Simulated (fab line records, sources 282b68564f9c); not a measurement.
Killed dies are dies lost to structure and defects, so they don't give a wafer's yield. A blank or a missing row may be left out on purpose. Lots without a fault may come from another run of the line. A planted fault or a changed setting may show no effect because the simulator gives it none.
fab line records | flow rit_cmos
record lots=14 wafers=42 last_day=7
route steps=202 shown NSD@140 SDANNEAL@156 SILICIDE@167 M1@196
lots that met no fault: from a run of the same line without faults
start_h: hours from the record's first day to the start of the lot's first wafer shown | wait_h: hours since the lot's step before | " the same as in the row above | L1.1+2: a row that stands for several wafers | - no value, or no start given | * or withheld: withheld | < > ~ a bound
route shown NAME@n: a module of which the file shows steps, and the number in the route of the first | usual: mean/standard deviation of fault-free wafers | same: alike in all rows | chamber/n: place in a boat | sites: the reading at each site | _std_site: their standard deviation | _edge_site: outer sites' mean less inner sites' | radius_mm: how far each site lies from the wafer's centre | mask NAME#n: copy n | behind: the tool/chamber that last shaped the wafer | hold: why the lot was held/for how many hours/how that ended | device: the transistor (n, p or np) that didn't switch | end of line: the same wafers' tests at the end of the route | a step without rows: its recipe alone | killed: dies lost to structure and defects at the first sort, not the wafer's yield | map: a wafer's dies, x killed, . not, _ none there
set.NAME: the setting as run; set.NAME@STEP: as run at that earlier step | model.NAME: the simulator's own value behind a step, which no gauge read
steps of the route over a sample of lots; a table a step, a row a wafer
services: from which hour (start_h, from the record's first day; less than 0 if before it) a tool's chamber was out of use, for how many hours, and why
## steps
# step RIT_NSD_STRIP_09
# recipe chemistry=O2 time_s=180 resist=NOVOLAK platen_temp_c=withheld power_w=500 pressure_mtorr=4000 o2_flow_sccm=4000
# usual drypump_motor_current_A=5.4/0.4
# columns lot.wafer tool chamber start_h wait_h drypump_motor_current_A rf_hours_counter_h
L348.3 plasma_asher-03 1 47.63 0.1 5.9 -
L348.4 " 0 " " 4.9 -
L348.5 " 0 " " 4.9 -
L350.2 plasma_asher-02 1 57.72 0.1 5.5 42
L350.3 " 0 " " 5.4 -
L350.4 " 1 " " 5.5 -
L351.1 plasma_asher-01 0 62.49 0.1 5.7 27
L351.2 " 1 " " 4.9 27
L351.5 " 0 " " 5.7 -
L354.1 plasma_asher-01 1 76.82 0.1 4.9 28
L354.3 " 0 " " 5.7 -
L354.6 " 1 " " 4.9 -
L355.3 plasma_asher-01 0 83.09 0.1 5.7 -
L355.4 " 1 " " 4.9 -
L355.6 " 1 " " 4.9 -
L356.3 plasma_asher-02 0 87.99 0.1 5.4 -
L356.4 " 1 " " 5.5 -
L356.6 " 1 " " 5.5 -
L357.3 plasma_asher-02 1 93.57 0.1 5.5 -
L357.4 " 0 " " 5.4 -
L357.5 " 0 " " 5.4 -
L358.2 plasma_asher-03 0 98.50 0.1 4.9 43
L358.4 " 0 " " 4.9 -
L358.5 " 1 " " 5.9 -
L359.1 plasma_asher-03 0 102.00 0.1 4.9 43
L359.3 " 1 " " 5.9 -
L359.4 " 0 " " 4.9 -
L365.1 plasma_asher-02 0 132.13 0.1 5.4 2
L365.2 " 1 " " 5.5 2
L365.5 " 0 " " 5.3 -
L366.1 plasma_asher-02 1 136.87 0.1 5.5 2
L366.4 " 0 " " 5.4 -
L366.6 " 1 " " 5.5 -
L367.3 plasma_asher-01 0 143.61 0.1 5.8 -
L367.4 " 1 " " 4.9 -
L367.5 " 1 " " 4.9 -
L369.3 plasma_asher-02 1 157.04 0.1 5.5 -
L369.5 " 0 " " 5.4 -
L369.6 " 1 " " 5.5 -
L371.2 plasma_asher-03 1 164.64 0.1 5.9 50
L371.3 " 0 " " 4.9 -
L371.5 " 0 " " 4.9 -
# step RIT_SDANNEAL_RTA_03
# recipe temp_c=1050 time_s=5 idle_temp_c=600 ramp_up_c_per_s=342 ramp_down_c_per_s=171 cool_to_c=600 ambient=N2
# usual wafer_temp_C_max=1053.7/1.3
# columns lot.wafer tool chamber start_h wait_h wafer_temp_C_max
L348.3 rtp_anneal-01 0 49.78 0.0 1052.3
L348.4 " 0 " " 1051.9
L348.5 " 0 " " 1053.6
L350.2 rtp_anneal-01 0 59.82 0.0 1053.0
L350.3 " 0 " " 1057.6
L350.4 " 0 " " 1053.8
L351.1 rtp_anneal-02 0 64.53 0.0 1054.6
L351.2 " 0 " " 1054.5
L351.5 " 0 " " 1053.6
L354.1 rtp_anneal-01 0 78.85 0.0 1052.3
L354.3 " 0 " " 1056.1
L354.6 " 0 " " 1055.1
L355.3 rtp_anneal-02 0 85.20 0.0 1052.9
L355.4 " 0 " " 1053.3
L355.6 " 0 " " 1054.0
L356.3 rtp_anneal-01 0 90.10 0.0 1053.0
L356.4 " 0 " " 1052.2
L356.6 " 0 " " 1054.3
L357.3 rtp_anneal-02 0 95.68 0.0 1054.9
L357.4 " 0 " " 1055.0
L357.5 " 0 " " 1055.0
L358.2 rtp_anneal-01 0 100.66 0.0 1052.8
L358.4 " 0 " " 1053.8
L358.5 " 0 " " 1053.6
L359.1 rtp_anneal-02 0 104.02 0.0 1053.1
L359.3 " 0 " " 1052.7
L359.4 " 0 " " 1053.4
L365.1 rtp_anneal-02 0 134.32 0.0 1051.8
L365.2 " 0 " " 1053.9
L365.5 " 0 " " 1053.3
L366.1 rtp_anneal-01 0 139.02 0.0 1051.6
L366.4 " 0 " " 1051.9
L366.6 " 0 " " 1054.3
L367.3 rtp_anneal-02 0 145.61 0.0 1053.6
L367.4 " 0 " " 1052.7
L367.5 " 0 " " 1054.6
L369.3 rtp_anneal-02 0 159.26 0.0 1053.5
L369.5 " 0 " " 1053.2
L369.6 " 0 " " 1052.4
L371.2 rtp_anneal-02 0 166.67 0.0 1055.1
L371.3 " 0 " " 1053.3
L371.5 " 0 " " 1052.5
# step RIT_SILICIDE_RTA_06
# recipe temp_c=750 time_s=10 idle_temp_c=25 ramp_up_s=5 ramp_down_s=10 cool_to_c=25 ambient=N2
# usual wafer_temp_C_max=754.8/1.2
# columns lot.wafer tool chamber start_h wait_h wafer_temp_C_max
L348.3 rtp_anneal-01 0 50.77 0.0 754.8
L348.4 " 0 " " 754.7
L348.5 " 0 " " 755.3
L350.2 rtp_anneal-01 0 60.81 0.0 755.4
L350.3 " 0 " " 756.4
L350.4 " 0 " " 757.1
L351.1 rtp_anneal-02 0 65.53 0.0 753.8
L351.2 " 0 " " 754.1
L351.5 " 0 " " 753.5
L354.1 rtp_anneal-01 0 79.84 0.0 755.9
L354.3 " 0 " " 755.2
L354.6 " 0 " " 753.8
L355.3 rtp_anneal-02 0 86.19 0.0 753.8
L355.4 " 0 " " 752.4
L355.6 " 0 " " 753.9
L356.3 rtp_anneal-01 0 91.09 0.0 756.3
L356.4 " 0 " " 756.3
L356.6 " 0 " " 756.0
L357.3 rtp_anneal-02 0 96.67 0.0 753.7
L357.4 " 0 " " 753.0
L357.5 " 0 " " 753.7
L358.2 rtp_anneal-01 0 101.65 0.0 755.8
L358.4 " 0 " " 755.2
L358.5 " 0 " " 754.2
L359.1 rtp_anneal-02 0 105.01 0.0 753.3
L359.3 " 0 " " 753.7
L359.4 " 0 " " 754.1
L365.1 rtp_anneal-02 0 135.31 0.0 754.3
L365.2 " 0 " " 755.5
L365.5 " 0 " " 753.5
L366.1 rtp_anneal-01 0 140.01 0.0 756.6
L366.4 " 0 " " 757.1
L366.6 " 0 " " 755.7
L367.3 rtp_anneal-02 0 146.60 0.0 753.5
L367.4 " 0 " " 753.2
L367.5 " 0 " " 754.7
L369.3 rtp_anneal-02 0 160.26 0.0 752.7
L369.5 " 0 " " 754.3
L369.6 " 0 " " 754.2
L371.2 rtp_anneal-02 0 167.66 0.0 752.6
L371.3 " 0 " " 754.8
L371.5 " 0 " " 755.0
# step RIT_M1_METAL_ETCH_12
# recipe stop_on=SiO2 chemistry=Cl2/BCl3 target=Al time_s=165 over_etch_frac=0.5 pressure_mtorr=100 target_depth_a=6000 rf_w=250 Cl2_flow_sccm=60 bcl3_flow_sccm=50
# usual drypump_motor_current_A=6.04/0.22 oes_product_au=0.776/0.014 over_etch_frac=0.5/0 throttle_valve_pct=8.30/0.11
# columns lot.wafer tool chamber start_h wait_h drypump_motor_current_A oes_product_au over_etch_frac rf_hours_counter_h throttle_valve_pct
L348.3 rie_metal-03 1 54.88 0.2 6.18 0.775 0.5 - 8.19
L348.4 " 0 " " 5.89 0.775 0.5 - 8.31
L348.5 " 0 " " 5.87 0.761 0.5 - 8.29
L350.2 rie_metal-01 1 64.99 0.2 5.92 0.795 0.5 1 8.26
L350.3 " 0 " " 6.03 0.759 0.5 - 8.20
L350.4 " 1 " " 5.93 0.790 0.5 - 8.27
L351.1 rie_metal-03 1 70.01 0.2 6.21 0.777 0.5 4 8.20
L351.2 " 0 " " 5.88 0.766 0.5 4 8.32
L351.5 " 0 " " 5.90 0.762 0.5 - 8.30
L354.1 rie_metal-03 1 84.04 0.2 6.23 0.778 0.5 4 8.19
L354.3 " 0 " " 5.88 0.778 0.5 - 8.31
L354.6 " 0 " " 5.87 0.765 0.5 - 8.31
L355.3 rie_metal-02 0 90.54 0.2 5.76 0.777 0.5 - 8.30
L355.4 " 1 " " 6.42 0.773 0.5 - 8.53
L355.6 " 0 " " 5.77 0.780 0.5 - 8.31
L356.3 rie_metal-01 1 95.17 0.2 5.91 0.797 0.5 - 8.27
L356.4 " 0 " " 6.04 0.755 0.5 - 8.20
L356.6 " 0 " " 6.08 0.765 0.5 - 8.21
L357.3 rie_metal-03 1 101.00 0.2 6.18 0.781 0.5 - 8.19
L357.4 " 0 " " 5.89 0.756 0.5 - 8.31
L357.5 " 0 " " 5.90 0.762 0.5 - 8.30
L358.2 rie_metal-02 1 105.88 0.2 6.39 0.767 0.5 33 8.54
L358.4 " 1 " " 6.41 0.772 0.5 - 8.52
L358.5 " 0 " " 5.75 0.780 0.5 - 8.30
L359.1 rie_metal-01 0 109.18 0.2 6.11 0.755 0.5 1 8.21
L359.3 " 0 " " 6.07 0.762 0.5 - 8.21
L359.4 " 1 " " 5.92 0.793 0.5 - 8.26
L365.1 rie_metal-01 0 139.48 0.2 6.08 0.765 0.5 1 8.21
L365.2 " 1 " " 5.94 0.801 0.5 1 8.27
L365.5 " 1 " " 5.95 0.803 0.5 - 8.26
L366.1 rie_metal-03 1 144.20 0.2 6.19 0.673 0.95014 5 8.20
L366.4 " 1 " " 6.20 0.683 0.95014 - 8.20
L366.6 " 0 " " 5.88 0.659 0.95014 - 8.30
L367.3 rie_metal-01 0 150.95 0.2 6.07 0.769 0.5 - 8.20
L367.4 " 1 " " 5.93 0.813 0.5 - 8.27
L367.5 " 0 " " 6.07 0.775 0.5 - 8.20
L369.3 rie_metal-03 1 164.41 0.2 6.20 0.677 0.95014 - 8.21
L369.5 " 1 " " 6.20 0.683 0.95014 - 8.20
L369.6 " 0 " " 5.90 0.665 0.95014 - 8.32
L371.2 rie_metal-02 1 171.71 0.2 6.41 0.767 0.5 0 8.55
L371.3 " 1 " " 6.40 0.770 0.5 - 8.52
L371.5 " 1 " " 6.40 0.757 0.5 - 8.55
# step RIT_M1_CD_MEAS_90
# recipe target_cd_nm=2600
# usual cd_nm=2599.9/2.7
# columns lot.wafer tool chamber start_h wait_h hold cd_nm
L348.3 cd_sem-02 - 55.38 0.1 - 2598.9
L348.4 " - " " - 2600.0
L348.5 " - " " - 2597.6
L350.2 cd_sem-02 - 65.54 0.1 - 2601.1
L350.3 " - " " - 2599.9
L350.4 " - " " - 2599.8
L351.1 cd_sem-02 - 70.52 0.1 - 2601.1
L351.2 " - " " - 2597.4
L351.5 " - " " - 2599.2
L354.1 cd_sem-01 - 84.55 0.1 - 2601.1
L354.3 " - " " - 2596.7
L354.6 " - " " - 2598.1
L355.3 cd_sem-02 - 91.04 0.1 - 2597.6
L355.4 " - " " - 2599.4
L355.6 " - " " - 2601.4
L356.3 cd_sem-02 - 95.67 0.1 - 2595.4
L356.4 " - " " - 2597.9
L356.6 " - " " - 2596.0
L357.3 cd_sem-01 - 101.50 0.1 - 2606.3
L357.4 " - " " - 2603.3
L357.5 " - " " - 2601.7
L358.2 cd_sem-02 - 106.42 0.1 - 2606.4
L358.4 " - " " - 2604.8
L358.5 " - " " - 2605.1
L359.1 cd_sem-01 - 109.69 0.1 - 2602.1
L359.3 " - " " - 2600.2
L359.4 " - " " - 2602.1
L365.1 cd_sem-02 - 139.99 0.1 - 2601.2
L365.2 " - " " - 2599.3
L365.5 " - " " - 2602.4
L366.1 cd_sem-02 - 144.71 0.1 - 2596.3
L366.4 " - " " - 2593.6
L366.6 " - " " - 2595.7
L367.3 cd_sem-02 - 151.45 0.1 - 2598.1
L367.4 " - " " - 2598.6
L367.5 " - " " - 2599.1
L369.3 cd_sem-02 - 164.91 0.1 await_dispo/0.2h/release 2589.2
L369.5 " - " " await_dispo/0.2h/release 2586.6
L369.6 " - " " await_dispo/0.2h/release 2587.0
L369.3 cd_sem-02 - 165.20 0.3 - 2589.3
L369.5 " - " " - 2586.9
L369.6 " - " " - 2587.2
L371.2 cd_sem-02 - 172.25 0.1 - 2603.2
L371.3 " - " " - 2601.5
L371.5 " - " " - 2604.3
# step RIT_M1_PROBE_99
# usual defect_limited_yield=97.3/1.2 killed_at_M0_to_M3=0.0/0.14 killed_at_contacts=0.0/0.16 killed_at_front_end=7/3 killed_dies=7/3 killed_open=3.5/2 killed_short=3.6/2.1 sort_bin_3_pad_short=0.2/0.26 sort_bin_5_function=1.5/0.76 sort_bin_6_memory=1.0/0.65 sort_n_pass=257/3 sort_yield_pct=97.3/1.2
# same gross_dies=264 killed_at_M4_up=0 killed_at_back_side=0 killed_at_other=0
# columns lot.wafer tool chamber start_h wait_h defect_limited_yield[%] killed_at_M0_to_M3 killed_at_contacts killed_at_front_end killed_dies killed_open killed_short sort_bin_3_pad_short[%] sort_bin_5_function[%] sort_bin_6_memory[%] sort_n_pass sort_yield_pct[%]
L348.3 prober-01 - 58.71 0.2 98.1 0 0 5 5 4 1 0 0.8 1.1 259 98.1
L348.4 prober-01 - 58.76 0.2 98.1 0 0 5 5 4 1 0 0.8 1.1 259 98.1
L348.5 prober-01 - 58.81 0.2 99.2 0 0 2 2 1 1 0 0.8 0 262 99.2
L350.2 prober-01 - 68.52 0.1 95.8 0 0 11 11 5 6 0 3.0 1.1 253 95.8
L350.3 prober-01 - 68.57 0.2 96.6 0 0 9 9 4 5 0 2.3 1.1 255 96.6
L350.4 prober-01 - 68.62 0.2 97.0 0 0 8 8 7 1 0 1.9 1.1 256 97.0
L351.1 prober-02 - 73.57 0.1 95.8 0 1 10 11 3 8 0.8 2.3 1.1 253 95.8
L351.2 prober-02 - 73.62 0.1 98.1 0 0 5 5 2 3 0.4 1.1 0.4 259 98.1
L351.5 prober-02 - 73.77 0.2 96.6 0 0 9 9 4 5 1.5 1.1 0.8 255 96.6
L354.1 prober-01 - 86.29 0.1 98.1 0 0 5 5 0 5 0.4 0.8 0.8 259 98.1
L354.3 prober-01 - 86.39 0.2 98.1 0 0 5 5 2 3 0.4 0.4 1.1 259 98.1
L354.6 prober-01 - 86.54 0.2 96.6 0 0 9 9 5 4 0 1.9 1.5 255 96.6
L355.3 prober-02 - 92.84 0.2 98.1 0 0 5 5 2 3 0 0.4 1.5 259 98.1
L355.4 prober-02 - 92.89 0.2 97.7 0 0 6 6 3 3 0 1.9 0.4 258 97.7
L355.6 prober-02 - 92.99 0.2 96.6 0 0 9 9 4 5 0 1.5 1.9 255 96.6
L356.3 prober-01 - 99.54 0.2 97.0 0 0 8 8 3 5 0 2.3 0.8 256 97.0
L356.4 prober-01 - 99.59 0.2 97.7 0 0 6 6 6 0 0 0.8 1.5 258 97.7
L356.6 prober-01 - 99.69 0.2 98.1 0 0 5 5 2 3 0 0.8 1.1 259 98.1
L357.3 prober-02 - 104.23 0.2 99.2 0 0 2 2 1 1 0 0.8 0 262 99.2
L357.4 prober-02 - 104.28 0.2 95.5 0 0 12 12 6 6 0 2.3 2.3 252 95.5
L357.5 prober-02 - 104.33 0.2 98.1 0 0 5 5 3 2 0.4 1.5 0 259 98.1
L358.2 prober-01 - 108.19 0.1 98.1 0 0 5 5 3 2 0 1.5 0.4 259 98.1
L358.4 prober-01 - 108.29 0.2 95.5 0 0 12 12 7 5 0 1.9 2.7 252 95.5
L358.5 prober-01 - 108.34 0.2 98.5 0 0 4 4 2 2 0.4 0.8 0.4 260 98.5
L359.1 prober-02 - 113.75 0.1 95.1 0 0 13 13 4 9 0.8 2.3 1.9 251 95.1
L359.3 prober-02 - 113.85 0.2 98.5 0 0 4 4 1 3 0 1.1 0.4 260 98.5
L359.4 prober-02 - 113.90 0.2 98.5 0 0 4 4 1 3 0 0.8 0.8 260 98.5
L365.1 prober-02 - 141.73 0.1 96.2 0 0 10 10 5 5 0.4 2.3 1.1 254 96.2
L365.2 prober-02 - 141.78 0.1 97.7 0 0 6 6 3 3 0.8 0.8 0.8 258 97.7
L365.5 prober-02 - 141.93 0.2 98.9 0 0 3 3 2 1 0 0.8 0.4 261 98.9
L366.1 prober-02 - 147.92 0.1 95.5 0 0 12 12 4 8 0.4 3.0 1.1 252 95.5
L366.4 prober-02 - 148.07 0.2 98.1 0 0 5 5 2 3 0 1.5 0.4 259 98.1
L366.6 prober-02 - 148.17 0.2 97.3 0 0 7 7 2 5 0.8 1.1 0.8 257 97.3
L367.3 prober-01 - 153.25 0.2 98.9 0 0 3 3 2 1 0.4 0 0.8 261 98.9
L367.4 prober-01 - 153.30 0.2 97.3 0 0 7 7 1 6 0 1.5 1.1 257 97.3
L367.5 prober-01 - 153.35 0.2 97.7 1 0 5 6 2 4 0 0.8 1.5 258 97.7
L369.3 prober-01 - 168.71 0.2 97.7 0 0 6 6 3 3 0 2.3 0 258 97.7
L369.5 prober-01 - 168.81 0.2 97.3 0 0 7 7 2 5 0.4 1.5 0.8 257 97.3
L369.6 prober-01 - 168.86 0.2 98.1 0 0 5 5 2 3 0.4 0.8 0.8 259 98.1
L371.2 prober-01 - 174.07 0.1 97.0 0 0 8 8 7 1 0.4 1.1 1.5 256 97.0
L371.3 prober-01 - 174.12 0.2 97.0 0 0 8 8 4 4 0 2.7 0.4 256 97.0
L371.5 prober-01 - 174.22 0.2 96.2 0 0 10 10 4 6 0.4 1.5 1.9 254 96.2
# killed by level:class
L348.3 GATE:geometric_particle:open=3 GATE:geometric_particle:short=1 SPACER:geometric_particle:open=1
L348.4 FOX1:geometric_particle:open=3 FOX1:geometric_particle:short=1 GATE:geometric_particle:open=1
L348.5 FOX2:geometric_particle:short=1 FOX2:geometric_particle:open=1
L350.2 GATE:geometric_particle:short=4 FOX1:geometric_particle:short=2 GATE:geometric_particle:open=2 FOX1:geometric_particle:open=1 REOX:geometric_particle:open=1 SILICIDE:geometric_particle:open=1
L350.3 GATE:geometric_particle:open=3 FOX2:geometric_particle:short=2 GATE:geometric_particle:short=2 FOX1:geometric_particle:short=1 REOX:geometric_particle:open=1
L350.4 GATE:geometric_particle:open=4 FOX1:geometric_particle:open=1 SPACER:geometric_particle:open=1 GATE:geometric_particle:short=1 REOX:geometric_particle:open=1
L351.1 GATE:geometric_particle:short=4 REOX:geometric_particle:short=3 FOX1:geometric_particle:short=1 GATE:geometric_particle:open=1 REOX:geometric_particle:open=1 CONTACT:geometric_particle:open=1
L351.2 GATE:geometric_particle:short=3 GATE:geometric_particle:open=1 REOX:geometric_particle:open=1
L351.5 GATE:geometric_particle:short=2 FOX1:geometric_particle:open=1 FOX2:geometric_particle:short=1 FOX2:geometric_particle:open=1 GATE:geometric_particle:open=1 REOX:geometric_particle:open=1 SPACER:geometric_particle:short=1 SILICIDE:geometric_particle:short=1
L354.1 SILICIDE:geometric_particle:short=3 REOX:geometric_particle:short=2
L354.3 FOX1:geometric_particle:short=2 GATE:geometric_particle:open=1 REOX:geometric_particle:open=1 SILICIDE:geometric_particle:short=1
L354.6 SPACER:geometric_particle:open=3 FOX1:geometric_particle:short=1 GATE:geometric_particle:short=1 GATE:geometric_particle:open=1 REOX:geometric_particle:open=1 REOX:geometric_particle:short=1 SILICIDE:geometric_particle:short=1
L355.3 FOX1:geometric_particle:short=1 FOX2:geometric_particle:open=1 GATE:geometric_particle:short=1 REOX:geometric_particle:open=1 SPACER:geometric_particle:short=1
L355.4 FOX1:geometric_particle:open=2 FOX1:geometric_particle:short=1 FOX2:geometric_particle:short=1 GATE:geometric_particle:open=1 SPACER:geometric_particle:short=1
L355.6 FOX1:geometric_particle:short=2 SPACER:geometric_particle:open=2 FOX1:geometric_particle:open=1 REOX:geometric_particle:short=1 SPACER:geometric_particle:short=1 SILICIDE:geometric_particle:open=1 SILICIDE:geometric_particle:short=1
L356.3 GATE:geometric_particle:short=4 FOX1:geometric_particle:open=1 GATE:geometric_particle:open=1 SPACER:geometric_particle:short=1 SPACER:geometric_particle:open=1
L356.4 GATE:geometric_particle:open=2 SILICIDE:geometric_particle:open=2 FOX1:geometric_particle:open=1 SPACER:geometric_particle:open=1
L356.6 GATE:geometric_particle:short=2 SPACER:geometric_particle:open=1 SILICIDE:geometric_particle:open=1 SILICIDE:geometric_particle:short=1
L357.3 GATE:geometric_particle:short=1 GATE:geometric_particle:open=1
L357.4 GATE:geometric_particle:short=3 REOX:geometric_particle:short=3 GATE:geometric_particle:open=2 SILICIDE:geometric_particle:open=2 FOX2:geometric_particle:open=1 SPACER:geometric_particle:open=1
L357.5 SPACER:geometric_particle:open=2 SILICIDE:geometric_particle:short=2 GATE:geometric_particle:open=1
L358.2 GATE:geometric_particle:short=2 GATE:geometric_particle:open=1 REOX:geometric_particle:open=1 SPACER:geometric_particle:open=1
L358.4 GATE:geometric_particle:open=4 GATE:geometric_particle:short=3 FOX1:geometric_particle:short=2 SILICIDE:geometric_particle:open=2 SPACER:geometric_particle:open=1
L358.5 GATE:geometric_particle:open=2 GATE:geometric_particle:short=1 SPACER:geometric_particle:short=1
L359.1 GATE:geometric_particle:short=4 GATE:geometric_particle:open=3 FOX1:geometric_particle:short=1 FOX2:geometric_particle:open=1 FOX2:geometric_particle:short=1 REOX:geometric_particle:short=1 SPACER:geometric_particle:short=1 SILICIDE:geometric_particle:short=1
L359.3 GATE:geometric_particle:short=2 REOX:geometric_particle:open=1 SPACER:geometric_particle:short=1
L359.4 REOX:geometric_particle:short=2 GATE:geometric_particle:short=1 GATE:geometric_particle:open=1
L365.1 SPACER:geometric_particle:open=3 FOX1:geometric_particle:short=2 GATE:geometric_particle:open=2 GATE:geometric_particle:short=1 REOX:geometric_particle:short=1 SPACER:geometric_particle:short=1
L365.2 GATE:geometric_particle:short=2 FOX1:geometric_particle:short=1 FOX2:geometric_particle:open=1 GATE:geometric_particle:open=1 SILICIDE:geometric_particle:open=1
L365.5 FOX1:geometric_particle:open=1 GATE:geometric_particle:open=1 SPACER:geometric_particle:short=1
L366.1 FOX1:geometric_particle:short=4 SILICIDE:geometric_particle:short=2 GATE:geometric_particle:short=2 SILICIDE:geometric_particle:open=2 GATE:geometric_particle:open=1 SPACER:geometric_particle:open=1
L366.4 GATE:geometric_particle:open=2 SILICIDE:geometric_particle:short=2 REOX:geometric_particle:short=1
L366.6 SILICIDE:geometric_particle:short=3 FOX1:geometric_particle:short=1 FOX1:geometric_particle:open=1 GATE:geometric_particle:short=1 SPACER:geometric_particle:open=1
L367.3 GATE:geometric_particle:short=1 REOX:geometric_particle:open=1 SILICIDE:geometric_particle:open=1
L367.4 REOX:geometric_particle:short=2 SILICIDE:geometric_particle:short=2 FOX2:geometric_particle:short=1 FOX2:geometric_particle:open=1 SPACER:geometric_particle:short=1
L367.5 GATE:geometric_particle:short=3 FOX1:geometric_particle:open=1 GATE:geometric_particle:open=1 M1:geometric_particle:short=1
L369.3 REOX:geometric_particle:short=2 SPACER:geometric_particle:open=2 FOX1:geometric_particle:open=1 GATE:geometric_particle:short=1
L369.5 SPACER:geometric_particle:open=2 SPACER:geometric_particle:short=2 FOX1:geometric_particle:short=1 GATE:geometric_particle:short=1 REOX:geometric_particle:short=1
L369.6 SILICIDE:geometric_particle:short=2 ACTIVE:geometric_particle:open=1 FOX1:geometric_particle:short=1 SPACER:geometric_particle:open=1
L371.2 GATE:geometric_particle:open=3 FOX2:geometric_particle:open=1 REOX:geometric_particle:open=1 REOX:geometric_particle:short=1 SPACER:geometric_particle:open=1 SILICIDE:geometric_particle:open=1
L371.3 FOX1:geometric_particle:open=2 GATE:geometric_particle:open=2 GATE:geometric_particle:short=2 FOX1:geometric_particle:short=1 SILICIDE:geometric_particle:short=1
L371.5 FOX1:geometric_particle:short=2 FOX1:geometric_particle:open=2 SILICIDE:geometric_particle:short=2 GATE:geometric_particle:short=1 GATE:geometric_particle:open=1 SPACER:geometric_particle:short=1 SPACER:geometric_particle:open=1
## services
# columns tool chamber start_h hours kind
rie_metal-01 - 60.19 4.3 pm
rie_metal-03 - 62.33 2.8 pm
rie_metal-03 - 81.11 1.4 pm
plasma_asher-01 - 98.37 0.4 repair
plasma_asher-01 - 103.03 2.8 pm
plasma_asher-02 - 108.75 9.0 pm
plasma_asher-02 0 108.75 9.0 vent_cycle
plasma_asher-02 1 108.75 9.0 vent_cycle
plasma_asher-02 0 117.75 - clean
plasma_asher-02 1 117.75 - clean
rie_metal-02 - 136.12 20.0 pm
rie_metal-02 0 136.12 20.0 vent_cycle
rie_metal-02 1 136.12 20.0 vent_cycle
rie_metal-02 0 156.12 - clean
rie_metal-02 1 156.12 - clean
rie_metal-02 - 169.00 1.4 pm
## key
first_sign step=RIT_M1_METAL_ETCH_12 reading=over_etch_frac direction=up sigmas=99+ usual=0.5 struck=0.95014
effect step=RIT_M1_METAL_ETCH_12 reading=oes_product_au direction=down sigmas=7.4 usual=0.776 struck=0.673
effect step=RIT_M1_CD_MEAS_90 reading=visit direction=added
met_at RIT_M1_METAL_ETCH_12
struck_lots L366,L369
not_acting_at RIT_NSD_STRIP_09,RIT_SDANNEAL_RTA_03,RIT_SILICIDE_RTA_06
onset_between 101.00 144.20
fault kind=process_parameter_drift tool=rie_metal-03 chamber=- onset_h=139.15 steps=RIT_M1_METAL_ETCH_12 channel=over_etch_frac offset=0.45014 shape=step end_h=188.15 stated=0.5
